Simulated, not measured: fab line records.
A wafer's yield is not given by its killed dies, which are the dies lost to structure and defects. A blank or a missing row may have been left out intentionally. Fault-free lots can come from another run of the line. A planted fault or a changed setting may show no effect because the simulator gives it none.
fab line records || flow rit_cmos
record: {"lots": 12, "wafers": 36, "last_day": 7}
route steps=202 shown ACTIVE@14
lots with no fault: from the same line, run without faults
start_h: the number of hours between the record's first day and the start of the first shown wafer of the lot || wait_h: hours since the lot's step before || " same as the row above || L1.1+2: a single row standing in for several wafers || - either no value or no given start || * or withheld: withheld || < > ~ a bound
route shown NAME@n: NAME is a module with steps in the file, n the number in the route of the first one || usual: the fault-free wafers' mean and standard deviation || same: alike in all rows || chamber/n: place in a boat || sites: each site's reading || _std_site: how widely they spread, as a standard deviation || _edge_site: the outer-site mean with the inner-site mean subtracted || radius_mm: for every site, how far away it sits from the centre of the wafer || mask NAME#n: copy n || behind: the tool/chamber that last shaped the wafer || hold: cause of the lot's hold/its duration in hours/its outcome || device: names the non-switching transistor (n, p or np) || end of line: at the end of the route, the tests of the same wafers || where a step has no rows: the recipe by itself || killed: not the wafer's yield, but the dies lost to structure and defects at the first sort || map: a wafer's dies, marking killed ones x, the rest . and places with no die _
set.NAME: the setting as run; set.NAME@STEP: as run at that earlier step || model.NAME: the simulator's own value behind a step, which no gauge read
steps of the route over a sample of lots; a table a step, a row a wafer
services: from which hour (start_h, from the record's first day; less than 0 if before it) a tool's chamber was out of use, for how many hours, and why
== steps ==
step: RIT_ACTIVE_ETCH_13
recipe: {"stop_on": "SiO2", "chemistry": "SF6", "target": "Si3N4", "time_s": 210, "over_etch_frac": 0.4, "SF6_flow_sccm": 200, "pressure_mtorr": 260, "rf_w": 125, "target_depth_a": 2100}
usual: {"drypump_motor_current_A": "5.7/0.31", "oes_product_au": "0.816/0.011", "throttle_valve_pct": "7.49/0.12"}
{"lot.wafer": "L501.1", "tool": "rie_diel-02", "chamber": 1, "start_h": 14.71, "wait_h": 0.1, "drypump_motor_current_A": 5.6, "oes_product_au": 0.808, "rf_hours_counter_h": 134, "throttle_valve_pct": 7.65}
{"lot.wafer": "L501.3", "tool": "rie_diel-02", "chamber": 0, "start_h": 14.71, "wait_h": 0.1, "drypump_motor_current_A": 5.6, "oes_product_au": 0.808, "rf_hours_counter_h": 58, "throttle_valve_pct": 7.57}
{"lot.wafer": "L501.4", "tool": "rie_diel-02", "chamber": 3, "start_h": 14.71, "wait_h": 0.1, "drypump_motor_current_A": 5.7, "oes_product_au": 0.812, "rf_hours_counter_h": 131, "throttle_valve_pct": 7.34}
{"lot.wafer": "L502.2", "tool": "rie_diel-01", "chamber": 0, "start_h": 19.84, "wait_h": 0.1, "drypump_motor_current_A": 5.7, "oes_product_au": 0.817, "rf_hours_counter_h": 159, "throttle_valve_pct": 7.42}
{"lot.wafer": "L502.4", "tool": "rie_diel-01", "chamber": 3, "start_h": 19.84, "wait_h": 0.1, "drypump_motor_current_A": 6.0, "oes_product_au": 0.818, "rf_hours_counter_h": 158, "throttle_valve_pct": 7.74}
{"lot.wafer": "L502.5", "tool": "rie_diel-01", "chamber": 0, "start_h": 19.84, "wait_h": 0.1, "drypump_motor_current_A": 5.7, "oes_product_au": 0.821, "rf_hours_counter_h": "-", "throttle_valve_pct": 7.45}
{"lot.wafer": "L503.1", "tool": "rie_diel-01", "chamber": 0, "start_h": 25.72, "wait_h": 0.1, "drypump_motor_current_A": 5.7, "oes_product_au": 0.804, "rf_hours_counter_h": 159, "throttle_valve_pct": 7.42}
{"lot.wafer": "L503.3", "tool": "rie_diel-01", "chamber": 1, "start_h": 25.72, "wait_h": 0.1, "drypump_motor_current_A": 5.0, "oes_product_au": 0.801, "rf_hours_counter_h": 6, "throttle_valve_pct": 7.50}
{"lot.wafer": "L503.6", "tool": "rie_diel-01", "chamber": 1, "start_h": 25.72, "wait_h": 0.1, "drypump_motor_current_A": 5.0, "oes_product_au": 0.810, "rf_hours_counter_h": "-", "throttle_valve_pct": 7.51}
{"lot.wafer": "L504.3", "tool": "rie_diel-02", "chamber": 1, "start_h": 30.62, "wait_h": 0.1, "drypump_motor_current_A": 5.6, "oes_product_au": 0.801, "rf_hours_counter_h": 134, "throttle_valve_pct": 7.66}
{"lot.wafer": "L504.4", "tool": "rie_diel-02", "chamber": 0, "start_h": 30.62, "wait_h": 0.1, "drypump_motor_current_A": 5.6, "oes_product_au": 0.801, "rf_hours_counter_h": 58, "throttle_valve_pct": 7.54}
{"lot.wafer": "L504.6", "tool": "rie_diel-02", "chamber": 0, "start_h": 30.62, "wait_h": 0.1, "drypump_motor_current_A": 5.6, "oes_product_au": 0.810, "rf_hours_counter_h": "-", "throttle_valve_pct": 7.55}
{"lot.wafer": "L508.2", "tool": "rie_diel-02", "chamber": 2, "start_h": 50.51, "wait_h": 0.1, "drypump_motor_current_A": 5.6, "oes_product_au": 0.987, "rf_hours_counter_h": 4, "throttle_valve_pct": 7.41}
{"lot.wafer": "L508.5", "tool": "rie_diel-02", "chamber": 0, "start_h": 50.51, "wait_h": 0.1, "drypump_motor_current_A": 5.6, "oes_product_au": 0.821, "rf_hours_counter_h": "-", "throttle_valve_pct": 7.56}
{"lot.wafer": "L508.6", "tool": "rie_diel-02", "chamber": 1, "start_h": 50.51, "wait_h": 0.1, "drypump_motor_current_A": 5.6, "oes_product_au": 0.833, "rf_hours_counter_h": "-", "throttle_valve_pct": 7.65}
{"lot.wafer": "L514.2", "tool": "rie_diel-01", "chamber": 2, "start_h": 81.40, "wait_h": 0.1, "drypump_motor_current_A": 6.2, "oes_product_au": 0.830, "rf_hours_counter_h": 68, "throttle_valve_pct": 7.40}
{"lot.wafer": "L514.3", "tool": "rie_diel-01", "chamber": 3, "start_h": 81.40, "wait_h": 0.1, "drypump_motor_current_A": 6.0, "oes_product_au": 0.820, "rf_hours_counter_h": 159, "throttle_valve_pct": 7.73}
{"lot.wafer": "L514.4", "tool": "rie_diel-01", "chamber": 0, "start_h": 81.40, "wait_h": 0.1, "drypump_motor_current_A": 5.7, "oes_product_au": 0.823, "rf_hours_counter_h": 160, "throttle_valve_pct": 7.43}
{"lot.wafer": "L515.1", "tool": "rie_diel-03", "chamber": 0, "start_h": 85.16, "wait_h": 0.1, "drypump_motor_current_A": 5.6, "oes_product_au": 0.837, "rf_hours_counter_h": 5, "throttle_valve_pct": 7.35}
{"lot.wafer": "L515.4", "tool": "rie_diel-03", "chamber": 0, "start_h": 85.16, "wait_h": 0.1, "drypump_motor_current_A": 5.5, "oes_product_au": 0.844, "rf_hours_counter_h": "-", "throttle_valve_pct": 7.34}
{"lot.wafer": "L515.6", "tool": "rie_diel-03", "chamber": 3, "start_h": 85.16, "wait_h": 0.1, "drypump_motor_current_A": 4.8, "oes_product_au": 0.819, "rf_hours_counter_h": "-", "throttle_valve_pct": 7.43}
{"lot.wafer": "L517.1", "tool": "rie_diel-01", "chamber": 1, "start_h": 94.71, "wait_h": 0.1, "drypump_motor_current_A": 5.0, "oes_product_au": 0.810, "rf_hours_counter_h": 7, "throttle_valve_pct": 7.52}
{"lot.wafer": "L517.4", "tool": "rie_diel-01", "chamber": 2, "start_h": 94.71, "wait_h": 0.1, "drypump_motor_current_A": 6.2, "oes_product_au": 0.807, "rf_hours_counter_h": "-", "throttle_valve_pct": 7.40}
{"lot.wafer": "L517.5", "tool": "rie_diel-01", "chamber": 3, "start_h": 94.71, "wait_h": 0.1, "drypump_motor_current_A": 6.0, "oes_product_au": 0.817, "rf_hours_counter_h": "-", "throttle_valve_pct": 7.75}
{"lot.wafer": "L518.1", "tool": "rie_diel-03", "chamber": 3, "start_h": 100.78, "wait_h": 0.1, "drypump_motor_current_A": 4.8, "oes_product_au": 0.814, "rf_hours_counter_h": 70, "throttle_valve_pct": 7.42}
{"lot.wafer": "L518.4", "tool": "rie_diel-03", "chamber": 2, "start_h": 100.78, "wait_h": 0.1, "drypump_motor_current_A": 5.8, "oes_product_au": 0.815, "rf_hours_counter_h": 129, "throttle_valve_pct": 7.51}
{"lot.wafer": "L518.6", "tool": "rie_diel-03", "chamber": 3, "start_h": 100.78, "wait_h": 0.1, "drypump_motor_current_A": 4.8, "oes_product_au": 0.815, "rf_hours_counter_h": "-", "throttle_valve_pct": 7.42}
{"lot.wafer": "L522.3", "tool": "rie_diel-01", "chamber": 0, "start_h": 121.42, "wait_h": 0.1, "drypump_motor_current_A": 5.7, "oes_product_au": 0.821, "rf_hours_counter_h": 0, "throttle_valve_pct": 7.42}
{"lot.wafer": "L522.4", "tool": "rie_diel-01", "chamber": 1, "start_h": 121.42, "wait_h": 0.1, "drypump_motor_current_A": 5.0, "oes_product_au": 0.805, "rf_hours_counter_h": "-", "throttle_valve_pct": 7.49}
{"lot.wafer": "L522.6", "tool": "rie_diel-01", "chamber": 2, "start_h": 121.42, "wait_h": 0.1, "drypump_motor_current_A": 6.1, "oes_product_au": 0.801, "rf_hours_counter_h": "-", "throttle_valve_pct": 7.40}
{"lot.wafer": "L523.2", "tool": "rie_diel-02", "chamber": 2, "start_h": 126.65, "wait_h": 0.1, "drypump_motor_current_A": 5.5, "oes_product_au": 0.827, "rf_hours_counter_h": 5, "throttle_valve_pct": 7.40}
{"lot.wafer": "L523.3", "tool": "rie_diel-02", "chamber": 1, "start_h": 126.65, "wait_h": 0.1, "drypump_motor_current_A": 5.6, "oes_product_au": 0.820, "rf_hours_counter_h": 136, "throttle_valve_pct": 7.65}
{"lot.wafer": "L523.5", "tool": "rie_diel-02", "chamber": 3, "start_h": 126.65, "wait_h": 0.1, "drypump_motor_current_A": 5.7, "oes_product_au": 0.815, "rf_hours_counter_h": "-", "throttle_valve_pct": 7.35}
{"lot.wafer": "L524.2", "tool": "rie_diel-01", "chamber": 3, "start_h": 129.90, "wait_h": 0.1, "drypump_motor_current_A": 6.0, "oes_product_au": 0.840, "rf_hours_counter_h": 0, "throttle_valve_pct": 7.74}
{"lot.wafer": "L524.5", "tool": "rie_diel-01", "chamber": 2, "start_h": 129.90, "wait_h": 0.1, "drypump_motor_current_A": 6.2, "oes_product_au": 0.800, "rf_hours_counter_h": "-", "throttle_valve_pct": 7.37}
{"lot.wafer": "L524.6", "tool": "rie_diel-01", "chamber": 1, "start_h": 129.90, "wait_h": 0.1, "drypump_motor_current_A": 5.1, "oes_product_au": 0.812, "rf_hours_counter_h": "-", "throttle_valve_pct": 7.53}
== services ==
{"tool": "rie_diel-03", "chamber": 3, "start_h": -8.90, "hours": 12.6, "kind": "repair"}
{"tool": "rie_diel-03", "chamber": 3, "start_h": 55.04, "hours": 15.0, "kind": "repair"}
{"tool": "rie_diel-03", "chamber": 1, "start_h": 81.72, "hours": 18.8, "kind": "repair"}
{"tool": "rie_diel-02", "chamber": 0, "start_h": 86.29, "hours": 11.5, "kind": "repair"}
{"tool": "rie_diel-01", "chamber": 0, "start_h": 92.90, "hours": "-", "kind": "clean"}
{"tool": "rie_diel-01", "chamber": 0, "start_h": 92.90, "hours": 15.9, "kind": "scheduled_down"}
{"tool": "rie_diel-01", "chamber": 0, "start_h": 92.90, "hours": 15.9, "kind": "vent_cycle"}
{"tool": "rie_diel-03", "chamber": "-", "start_h": 97.19, "hours": 2.8, "kind": "pm"}
{"tool": "rie_diel-03", "chamber": 2, "start_h": 107.50, "hours": 12.0, "kind": "repair"}
{"tool": "rie_diel-02", "chamber": "-", "start_h": 108.33, "hours": 0.2, "kind": "repair"}
{"tool": "rie_diel-01", "chamber": 3, "start_h": 108.78, "hours": "-", "kind": "clean"}
{"tool": "rie_diel-01", "chamber": 3, "start_h": 108.78, "hours": 17.9, "kind": "scheduled_down"}
{"tool": "rie_diel-01", "chamber": 3, "start_h": 108.78, "hours": 17.9, "kind": "vent_cycle"}
{"tool": "rie_diel-01", "chamber": "-", "start_h": 110.22, "hours": 0.2, "kind": "repair"}
== key ==
first_sign: {"step": "RIT_ACTIVE_ETCH_13", "reading": "oes_product_au", "direction": "up", "sigmas": 16, "usual": 0.816, "struck": 0.987}
effect none on later readings
met_at RIT_ACTIVE_ETCH_13
struck_lots L508
struck_wafers L508.2
sort_left_out L508.2
tester_left_out L508
fault: {"kind": "process_parameter_drift", "tool": "rie_diel-02", "chamber": 2, "onset_h": 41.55, "steps": "RIT_ACTIVE_ETCH_13", "channel": "target_depth_a", "offset": -531.03, "shape": "step", "end_h": 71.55, "acts_in": "these_recipes_only", "stated": 2100}
tester_left_out: of these lots the tester's yield and bins aren't shown, on N5 and GAA mostly nor the transistor test; their killed dies are dies lost to structure and defects alone, not to doping, threshold or leakage, so they don't give the yield
sort_left_out: the simulated sort isn't trusted on such a fault, so these wafers' sort isn't shown, and their yield isn't known
